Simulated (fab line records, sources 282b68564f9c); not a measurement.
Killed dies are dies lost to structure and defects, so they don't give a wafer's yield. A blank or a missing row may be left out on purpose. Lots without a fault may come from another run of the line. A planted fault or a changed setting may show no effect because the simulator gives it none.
Which tool did it? | flow rit_cmos | 14 lots, 42 wafers sampled, at 4 steps of a route of 202

WHAT THE GAUGES READ, wafer by wafer
RIT_NWELL_TW_MEAS_10.
lot  | measured    | on            | NWELL_TW
L891 | day 1 22:22 | film_metro-03 | 2108 2102 2093
L893 | day 2 08:20 | film_metro-01 | 2126 2117 2125
L895 | day 2 17:35 | film_metro-01 | 2136 2123 2127
L899 | day 3 15:07 | film_metro-04 | 2095 2097 2109
L901 | day 3 23:33 | film_metro-04 | 2105 2115 2100
L903 | day 4 09:35 | film_metro-01 | 2128 2123 2119
L904 | day 4 15:58 | film_metro-04 | 2116 2115 2106
L905 | day 4 19:38 | film_metro-04 | 2107 2108 2118
L908 | day 5 11:39 | film_metro-04 | 2114 2115 2112
L909 | day 5 16:17 | film_metro-03 | 2108 2094 2096
L910 | day 5 20:11 | film_metro-03 | 2094 2098 2104
L911 | day 6 03:21 | film_metro-01 | 2120 2117 2111
L912 | day 6 06:10 | film_metro-01 | 2125 2113 2116
L914 | day 6 16:12 | film_metro-03 | 2095 2099 2101

RIT_GATE_THK_MEAS_07.
lot  | measured    | on            | GATE_OXIDE_THK (nm)
L891 | day 2 11:03 | film_metro-01 | 3.25 3.23 3.26
L893 | day 2 21:50 | film_metro-02 | 3.23 3.26 3.30
L895 | day 3 06:42 | film_metro-01 | 3.19 3.29 3.27
L899 | day 4 03:17 | film_metro-01 | 3.27 3.21 3.27
L901 | day 4 12:43 | film_metro-01 | 3.19 3.13 3.20
L903 | day 4 21:39 | film_metro-01 | 3.18 3.29 3.21
L908 | day 6 00:19 | film_metro-01 | 3.27 3.26 3.29
L909 | day 6 04:08 | film_metro-01 | 3.16 3.22 3.20
L910 | day 6 08:14 | film_metro-04 | 3.19 3.15 3.25
L911 | day 6 15:19 | film_metro-02 | 3.27 3.21 3.20
L912 | day 6 19:28 | film_metro-01 | 3.26 3.28 3.20
L914 | day 7 04:26 | film_metro-02 | 3.24 3.27 3.26

RIT_PSD_OVL_MEAS_06.
lot  | measured    | on         | PSD_OVL (nm)
L891 | day 3 02:12 | overlay-02 | -0.1 0.0 0.3
L893 | day 3 14:17 | overlay-01 | 2.5 1.4 -0.7
L895 | day 3 20:55 | overlay-02 | -1.1 -1.0 0.1
L899 | day 4 18:23 | overlay-01 | -0.5 1.9 -0.1
L901 | day 5 03:34 | overlay-02 | -0.2 2.5 -0.8
L903 | day 5 13:51 | overlay-02 | 1.3 1.0 2.1
L908 | day 6 14:41 | overlay-02 | -1.0 0.8 -1.5
L909 | day 6 18:46 | overlay-02 | 0.1 -0.9 1.4
L910 | day 7 00:13 | overlay-01 | 0.8 0.7 0.7
L911 | day 7 06:34 | overlay-02 | 0.0 1.5 0.4
L912 | day 7 11:38 | overlay-02 | -0.2 -0.1 -1.8
L914 | day 7 22:34 | overlay-02 | -1.9 -1.0 0.7

WHICH TOOL RAN EACH LOT (tool, then ch and the chambers of the sampled wafers, then the start)
lot  | RIT_PWELL_STRIP_09
L891 | plasma_asher-02 ch 0,1, day 1 23:47
L893 | plasma_asher-01 ch 0,1, day 2 09:44
L895 | plasma_asher-04 ch 0,1, day 2 19:05
L899 | plasma_asher-01 ch 0,1, day 3 16:37
L901 | plasma_asher-01 ch 0,1, day 4 00:55
L903 | plasma_asher-04 ch 0,1, day 4 10:56
L904 | plasma_asher-04 ch 0,1, day 4 17:22
L905 | plasma_asher-01 ch 0,1, day 4 21:03
L908 | plasma_asher-01 ch 0,1, day 5 13:09
L909 | plasma_asher-04 ch 0,1, day 5 17:40
L910 | plasma_asher-04 ch 0,1, day 5 21:32
L911 | plasma_asher-01 ch 0,1, day 6 04:43
L912 | plasma_asher-01 ch 0,1, day 6 07:41
L914 | plasma_asher-02 ch 0,1, day 6 17:49
- RIT_PWELL_STRIP_09: strips in O2, time 180 s.

WHAT THE TOOLS THEMSELVES READ (means of the sampled wafers that have a number; where no wafer has one, the mark that the record gives instead)
RIT_PWELL_STRIP_09.
lot  | tool            | chamber_pressure_mTorr (mTorr) | drypump_motor_current_A (A)
L891 | plasma_asher-02 | 3999                           | 5.8
L893 | plasma_asher-01 | 4003                           | 5.4
L895 | plasma_asher-04 | 4001                           | 5.1
L899 | plasma_asher-01 | 3999                           | 5.4
L901 | plasma_asher-01 | 4001                           | 5.5
L903 | plasma_asher-04 | 3997                           | 5.2
L904 | plasma_asher-04 | -                              | -
L905 | plasma_asher-01 | -                              | -
L908 | plasma_asher-01 | 3997                           | 5.5
L909 | plasma_asher-04 | 4000                           | 5.1
L910 | plasma_asher-04 | 4001                           | 5.2
L911 | plasma_asher-01 | 3999                           | 5.5
L912 | plasma_asher-01 | 3998                           | 5.4
L914 | plasma_asher-02 | 3998                           | 5.8

THE ANSWER, worked out from the rows above alone
Rule: what is usual is taken from the lots themselves. Put in order of their means at a reading, lots are off if they are a third of the lots or fewer, leave a main group of 4 or more, and stand apart from it by a gap of 3 or more times the standard deviation of the main group's means; of several such gaps the widest counts. A main group whose means are all the same, to the digits that the tables above print for the reading, isn't used. A lot without any number at a reading at which 4 lots or more have one is off too. The other lots that the step has rows for count as sound. The gauges are gone through in route order, then the tools' own readings, and for those a lot's mean is taken as printed above. The first step at which some lot is off is used, and at that step the reading that is off furthest; a lot without a number counts as furthest.
Off: L904, L905, at RIT_PWELL_STRIP_09 (chamber_pressure_mTorr). Without a number there: L904, L905. The main group: mean 3999 mTorr, standard deviation 1.8.
A tool fits if, at that step or a process step before it, it ran every lot that is off, and no sound lot after the first of them. None of those tried fits.

WHAT THE SIMULATOR HAD PUT IN
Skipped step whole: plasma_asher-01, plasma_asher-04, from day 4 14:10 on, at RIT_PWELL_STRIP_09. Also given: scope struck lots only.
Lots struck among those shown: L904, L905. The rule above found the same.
